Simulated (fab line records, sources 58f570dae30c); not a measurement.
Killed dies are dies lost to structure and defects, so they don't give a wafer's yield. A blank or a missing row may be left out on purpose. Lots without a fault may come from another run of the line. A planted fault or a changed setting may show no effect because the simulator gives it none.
A sampling plan put to the test | flow berkeley_cmos170 | one fab line, 9 faults that these records tell of, each judged on the records of the lots that it struck
The plan is the line's own looks: the steps of the route at which a gauge or an inspection reads the wafer and doesn't change it. A look can be judged if struck wafers have a number there and the file gives its usual mean and standard deviation on fault-free wafers. Caught: at a look after the fault's first step, the mean of the struck wafers lies 4 or more of those standard deviations (sigma) from the usual mean. On the tool: the same test on the tool's own readings at the fault's steps. Another recipe on the struck wafers, or a record that is blank for them alone, also counts as caught.

THE FAULTS, as the simulator had put them in
1. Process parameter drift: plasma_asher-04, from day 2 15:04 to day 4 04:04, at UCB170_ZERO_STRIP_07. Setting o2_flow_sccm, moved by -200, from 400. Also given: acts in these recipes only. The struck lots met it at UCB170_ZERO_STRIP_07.
2. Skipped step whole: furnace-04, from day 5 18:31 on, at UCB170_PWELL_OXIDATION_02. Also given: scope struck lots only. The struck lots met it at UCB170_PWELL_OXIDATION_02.
3. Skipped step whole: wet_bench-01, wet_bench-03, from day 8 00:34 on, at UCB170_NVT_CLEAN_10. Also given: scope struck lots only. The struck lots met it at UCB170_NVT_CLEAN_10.
4. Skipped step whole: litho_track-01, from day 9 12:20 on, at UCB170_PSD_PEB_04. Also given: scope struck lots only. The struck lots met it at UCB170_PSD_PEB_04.
5. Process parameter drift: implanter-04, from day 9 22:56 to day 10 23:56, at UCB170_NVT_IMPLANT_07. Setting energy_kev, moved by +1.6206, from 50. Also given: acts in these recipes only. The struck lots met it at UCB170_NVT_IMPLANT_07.
6. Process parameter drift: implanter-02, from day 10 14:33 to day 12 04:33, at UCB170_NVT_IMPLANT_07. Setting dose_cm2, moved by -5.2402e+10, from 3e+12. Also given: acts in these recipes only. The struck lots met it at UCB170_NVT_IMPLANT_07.
7. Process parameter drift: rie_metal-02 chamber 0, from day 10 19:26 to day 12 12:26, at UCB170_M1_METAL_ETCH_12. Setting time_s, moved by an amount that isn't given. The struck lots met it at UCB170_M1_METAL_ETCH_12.
8. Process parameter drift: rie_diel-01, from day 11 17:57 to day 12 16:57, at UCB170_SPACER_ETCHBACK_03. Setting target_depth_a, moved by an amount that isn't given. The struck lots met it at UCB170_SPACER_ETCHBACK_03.
9. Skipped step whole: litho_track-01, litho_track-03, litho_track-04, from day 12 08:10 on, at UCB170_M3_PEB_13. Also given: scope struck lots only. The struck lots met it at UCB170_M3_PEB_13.

WHAT THE PLAN SAW
fault | on the tool itself                               | first look that catches it                      | reading, sigma | median hours from its first step to that look | hours from the fault's start to the first struck lot there | judged looks passed uncaught
1     | o2_flow_sccm -99 or beyond sigma                 | no look after it can be judged                  | -              | -                                             | -                                                          | 0
2     | the tool's record is blank for the struck wafers | no look after it can be judged                  | -              | -                                             | -                                                          | 0
3     | the tool's record is blank for the struck wafers | not the one look that can be judged after it    | -              | -                                             | -                                                          | 1
4     | the tool's record is blank for the struck wafers | not the one look that can be judged after it    | -              | -                                             | -                                                          | 1
5     | beam_energy_keV +99 or beyond sigma              | none of the 3 looks that can be judged after it | -              | -                                             | -                                                          | 3
6     | dose_ions_cm2 -16 sigma                          | not the one look that can be judged after it    | -              | -                                             | -                                                          | 1
7     | run_length_s -56 sigma                           | not the one look that can be judged after it    | -              | -                                             | -                                                          | 1
8     | oes_product_au -8.4 sigma                        | none of the 2 looks that can be judged after it | -              | -                                             | -                                                          | 2
9     | the tool's record is blank for the struck wafers | no look after it can be judged                  | -              | -                                             | -                                                          | 0
A dash: the fault isn't caught, or these records don't give the number.

Caught at a look: 0 of 9. Caught on the tool: 9 of 9. By one or the other: 9 of 9.
Caught on the tool alone: faults 1, 2, 3, 4, 5, 6, 7, 8, 9.
